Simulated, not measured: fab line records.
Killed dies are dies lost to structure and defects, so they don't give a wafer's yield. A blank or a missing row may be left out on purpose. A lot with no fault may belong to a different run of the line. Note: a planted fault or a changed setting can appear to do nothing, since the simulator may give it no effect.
Which tool did it?	flow rit cmos	route of 202 steps, sampled at 1 step: 13 lots, 39 wafers

## WHAT THE GAUGES SHOWED, per wafer
The record holds no reading of a measuring or inspecting step that can be judged against a usual standard deviation.

## WHAT TOOL EACH LOT RAN ON (gives the tool, then ch and the chambers of the sampled wafers, and finally the start)
lot	RIT_PSD_STRIP_09
L136	plasma asher-04 ch 0, day 3 02:10
L137	plasma asher-04 ch 0,1, day 3 07:14
L139	plasma asher-04 ch 0,1, day 3 16:26
L140	plasma asher-04 ch 0,1, day 3 22:17
L142	plasma asher-01 ch 0,1, day 4 06:50
L143	plasma asher-02 ch 0,1, day 4 13:01
L144	plasma asher-02 ch 0,1, day 4 17:37
L145	plasma asher-02 ch 0,1, day 4 23:04
L146	plasma asher-04 ch 0,1, day 5 02:53
L148	plasma asher-04 ch 0,1, day 5 12:06
L154	plasma asher-01 ch 0,1, day 6 18:46
L155	plasma asher-04 ch 0,1, day 6 23:07
L156	plasma asher-01 ch 0,1, day 7 04:34
- RIT_PSD_STRIP_09: strips in O2, time 180 s.

## AS READ BY THE TOOLS THEMSELVES (means over the sampled wafers that have a number; for cases with no such wafer, the mark the record gives instead)
RIT_PSD_STRIP_09.
lot	tool	drypump motor current A (A)	rf refl power W (W)	run length s (s)
L136	plasma asher-04	6.3	6.8	207.6
L137	plasma asher-04	6.2	7.3	207.9
L139	plasma asher-04	6.2	7.8	208.0
L140	plasma asher-04	6.2	7.3	207.8
L142	plasma asher-01	5.9	7.0	208.7
L143	plasma asher-02	5.3	6.9	208.4
L144	plasma asher-02	5.4	7.6	208.6
L145	plasma asher-02	5.4	8.0	208.6
L146	plasma asher-04	6.2	7.3	207.8
L148	plasma asher-04	6.2	7.7	208.3
L154	plasma asher-01	5.6	7.0	208.3
L155	plasma asher-04	6.2	7.2	208.1
L156	plasma asher-01	5.6	7.0	117.3

## THE ANSWER, worked out from the rows above alone
Rule: usual is defined by the lots themselves. The widest of any qualifying gaps counts: lots, ordered by their means at a reading, are off when they make up no more than a third of the lots, leave a main group of 4 or more, and stand apart from it by 3 or more times the standard deviation of that group's means. A main group is skipped when, at the precision printed for the reading in the tables above, its means are all equal. A lot without any number at a reading at which 4 lots or more have one is off too. The other lots that the step has rows for count as sound. The gauges are gone through in route order, then the tools' own readings, and for those a lot's mean is taken as printed above. At the first step where some lot is off, the reading lying furthest off is the one used; lots without a number count as furthest.
Off, at RIT_PSD_STRIP_09 on run length s: L156. Main group: mean 208.2 s, sd 0.35.
A tool fits if, at that step or a process step before it, it ran every lot that is off, and no sound lot after the first of them. One fits: plasma asher-01 at RIT_PSD_STRIP_09. Its last sound lot is L154 (day 6 18:46), its first lot that is off L156 (day 7 04:34): a fault that began between those two fits.
On the lots that are off, the tool's own readings at RIT_PSD_STRIP_09 differ by more than 5 times the standard deviation of the sound lots' means, which bears it out; run length s reads 117.3 s there versus 208.2 s on the sound lots.

## WHAT THE SIMULATOR PUT IN
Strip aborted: plasma asher-01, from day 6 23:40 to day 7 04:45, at RIT_PSD_STRIP_09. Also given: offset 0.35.
Struck lots among those shown: L156. The rule above found the same.
